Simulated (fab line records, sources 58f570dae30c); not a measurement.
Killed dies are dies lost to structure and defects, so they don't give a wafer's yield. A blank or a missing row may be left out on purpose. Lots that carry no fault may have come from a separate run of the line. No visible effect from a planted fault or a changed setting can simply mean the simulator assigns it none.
2 desks looking at one fault || flow berkeley cmos170 || each desk holds nothing but its own numbers, with what lay behind them at the end

## TOOL OWNER'S DESK, litho track-03
The tool's own readings at UCB170_M2_COAT_10 (resist thk 900 nm): means of the sampled wafers that have a number, for each lot that ran on this tool. Any lot whose mean is over 4 standard deviations away from the usual mean is out of limits and marked OUT; that distance is given in the brackets.
Columns: A = chill plate temp C at UCB170_M2_COAT_10, usual 23.00 C; B = spin speed rpm at UCB170_M2_COAT_10, usual 1500.1 rpm
{"lot": "L567", "first seen here": "day 8 10:00", "A": 23.18, "B": 1500.2}
{"lot": "L574", "first seen here": "day 10 08:00", "A": 22.91, "B": 1500.4}
{"lot": "L582", "first seen here": "day 12 02:00", "A": 23.01, "B": "1532.4 (+36) OUT"}
{"lot": "L585", "first seen here": "day 12 16:00", "A": 22.99, "B": "1532.4 (+35) OUT"}
This desk's finding: out of limits on L582, L585; first on L582, day 12 02:00 (spin speed rpm at UCB170_M2_COAT_10). In limits: L567, L574.

## AT THE METROLOGY DESK
What the gauges read, lot by lot, whatever tool the lot ran on: means of the sampled wafers that have a number. Any lot whose mean is over 4 standard deviations away from the usual mean is out of limits and marked OUT; that distance is given in the brackets.
Columns: A = cd nm at UCB170_V1_CD_MEAS_90, usual 700.0 nm; B = M2_AL_RS at UCB170_M2_RS_MEAS_02, usual 0.0322 ohm/sq; C = M2_AL_THK at UCB170_M2_THK_MEAS_03, usual 906 nm; D = cd nm at UCB170_M2_CD_MEAS_15, usual 700.3 nm
{"lot": "L567", "first seen here": "day 8 08:47", "A": 697.9, "B": 0.0322, "C": 906, "D": 700.3}
{"lot": "L574", "first seen here": "day 10 06:49", "A": 700.9, "B": 0.0319, "C": 907, "D": 701.5}
{"lot": "L582", "first seen here": "day 12 00:48", "A": 699.1, "B": 0.0318, "C": 905, "D": 699.2}
{"lot": "L585", "first seen here": "day 12 14:37", "A": 700.4, "B": 0.0321, "C": 910, "D": 698.5}
{"lot": "L586", "first seen here": "day 12 17:10", "A": 699.0, "B": 0.0325, "C": 899, "D": 701.4}
{"lot": "L588", "first seen here": "day 13 07:48", "A": 700.3, "B": 0.0320, "C": 913, "D": 702.4}
Result from this desk: across the 6 lots, nothing is out of limits.

## PUT TOGETHER
At day 12 02:00, on L582, L585, the tool owner's desk was in a position to raise an alarm.
At the metrology desk, nothing out of limits was observed.
The metrology desk has L582, L585 on record, within its limits.
The lots listed all ran UCB170_M2_COAT_10 on litho track-03.

## WHAT THE SIMULATOR HAD PUT IN
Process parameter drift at UCB170_M2_COAT_10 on litho track-03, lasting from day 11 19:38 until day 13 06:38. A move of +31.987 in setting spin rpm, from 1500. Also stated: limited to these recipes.
Struck lots among those shown: L582, L585.
Time in hours from fault onset to the first out-of-limits reading at each desk: the tool owner's desk, 6.
